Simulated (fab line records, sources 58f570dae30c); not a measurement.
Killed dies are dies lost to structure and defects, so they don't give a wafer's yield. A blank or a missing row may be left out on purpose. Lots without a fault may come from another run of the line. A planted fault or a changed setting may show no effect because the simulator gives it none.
fab line records | flow berkeley_cmos170
record lots=15 wafers=45 last_day=12
route steps=331 shown GATE@142
lots that met no fault: from a run of the same line without faults
start_h: hours from the record's first day to the start of the lot's first wafer shown | wait_h: hours since the lot's step before | " the same as in the row above | L1.1+2: a row that stands for several wafers | - no value, or no start given | * or withheld: withheld | < > ~ a bound
route shown NAME@n: a module of which the file shows steps, and the number in the route of the first | usual: mean/standard deviation of fault-free wafers | same: alike in all rows | chamber/n: place in a boat | sites: the reading at each site | _std_site: their standard deviation | _edge_site: outer sites' mean less inner sites' | radius_mm: how far each site lies from the wafer's centre | mask NAME#n: copy n | behind: the tool/chamber that last shaped the wafer | hold: why the lot was held/for how many hours/how that ended | device: the transistor (n, p or np) that didn't switch | end of line: the same wafers' tests at the end of the route | a step without rows: its recipe alone | killed: dies lost to structure and defects at the first sort, not the wafer's yield | map: a wafer's dies, x killed, . not, _ none there
set.NAME: the setting as run; set.NAME@STEP: as run at that earlier step | model.NAME: the simulator's own value behind a step, which no gauge read
steps of the route over a sample of lots; a table a step, a row a wafer
services: from which hour (start_h, from the record's first day; less than 0 if before it) a tool's chamber was out of use, for how many hours, and why
## steps
# step UCB170_GATE_STRIP_16
# recipe chemistry=O2 power_w=400 pressure_mtorr=3500 platen_temp_c=withheld o2_flow_sccm=400 overash_fraction=0.5
# usual chamber_pressure_mTorr=3500/3.4 drypump_motor_current_A=6.08/0.27 oes_product_au=0.725/0.005
# columns lot.wafer tool chamber start_h wait_h chamber_pressure_mTorr drypump_motor_current_A oes_product_au rf_hours_counter_h
L348.1 plasma_asher-03 1 144.03 0.0 3503 6.11 0.728 4
L348.3 " 1 " " 3507 6.10 0.732 -
L348.5 " 0 " " 3499 5.80 0.731 -
L351.1 plasma_asher-04 0 144.50 0.0 3500 6.28 0.725 36
L351.3 " 0 " " 3503 6.29 0.718 -
L351.4 " 1 " " 3495 6.55 0.726 -
L355.2 plasma_asher-04 0 173.90 0.0 - - - -
L355.3 " 1 " " - - - -
L355.5 " 0 " " - - - -
L358.3 plasma_asher-02 0 173.93 0.1 - - - -
L358.5 " 1 " " - - - -
L358.6 " 0 " " - - - -
L357.2 plasma_asher-03 0 174.07 0.0 - - - -
L357.4 " 0 " " - - - -
L357.6 " 1 " " - - - -
L363.1 plasma_asher-03 0 198.24 0.0 3496 5.82 0.727 10
L363.2 " 1 " " 3498 6.10 0.721 10
L363.5 " 1 " " 3500 6.09 0.723 -
L361.2 plasma_asher-02 1 198.52 0.0 3499 5.76 0.738 43
L361.4 " 1 " " 3496 5.77 0.726 -
L361.5 " 0 " " 3495 6.10 0.729 -
L362.3 plasma_asher-04 1 198.92 0.1 3505 6.58 0.723 -
L362.5 " 1 " " 3501 6.58 0.731 -
L362.6 " 0 " " 3510 6.27 0.719 -
L364.2 plasma_asher-04 1 210.85 0.0 3494 6.56 0.721 45
L364.4 " 0 " " 3497 6.27 0.729 -
L364.6 " 1 " " 3500 6.56 0.724 -
L365.1 plasma_asher-02 1 210.97 0.0 3493 5.78 0.727 44
L365.2 " 0 " " 3505 6.13 0.732 44
L365.6 " 1 " " 3501 5.75 0.724 -
L367.1 plasma_asher-04 1 215.91 0.0 3500 6.56 0.720 45
L367.2 " 0 " " 3497 6.26 0.720 45
L367.6 " 1 " " 3504 6.58 0.719 -
L369.1 plasma_asher-03 0 232.37 0.0 3508 5.78 0.723 15
L369.2 " 1 " " 3499 6.11 0.722 15
L369.5 " 0 " " 3497 5.82 0.722 -
L368.2 plasma_asher-04 1 232.56 0.0 3499 6.57 0.730 47
L368.3 " 0 " " 3502 6.27 0.730 -
L368.5 " 1 " " 3496 6.56 0.719 -
L370.1 plasma_asher-02 1 241.70 0.0 3494 5.74 0.724 49
L370.2 " 0 " " 3499 6.09 0.725 49
L370.6 " 0 " " 3496 6.10 0.719 -
L371.2 plasma_asher-02 0 250.97 0.0 3504 6.13 0.724 50
L371.3 " 1 " " 3502 5.74 0.726 -
L371.6 " 0 " " 3499 6.13 0.728 -
## services
# columns tool chamber start_h hours kind
plasma_asher-02 - 133.03 0.4 repair
plasma_asher-02 - 151.12 2.8 pm
plasma_asher-02 - 164.43 2.4 repair
plasma_asher-04 - 228.96 2.9 repair
## key
first_sign step=UCB170_GATE_STRIP_16 reading=tool_record direction=missing
effect none on later readings
met_at UCB170_GATE_STRIP_16
struck_lots L355,L357,L358
later_rows_left_out L355.2,L355.3,L355.5,L357.2,L357.4,L357.6,L358.3,L358.5,L358.6
sort_left_out L355.2,L355.3,L355.5,L357.2,L357.4,L357.6,L358.3,L358.5,L358.6
tester_left_out L355,L357,L358
onset_between 144.50 173.90
fault kind=skipped_step_whole tool=plasma_asher-02,plasma_asher-03,plasma_asher-04 chamber=- onset_h=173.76 steps=UCB170_GATE_STRIP_16 scope=struck_lots_only
# tester_left_out: of these lots the tester's yield and bins aren't shown, on N5 and GAA mostly nor the transistor test; their killed dies are dies lost to structure and defects alone, not to doping, threshold or leakage, so they don't give the yield
# sort_left_out: the simulated sort isn't trusted on such a fault, so these wafers' sort isn't shown, and their yield isn't known
# later_rows_left_out: the simulator's readings of these wafers behind a module that went badly wrong aren't trusted and aren't shown, but for the sort
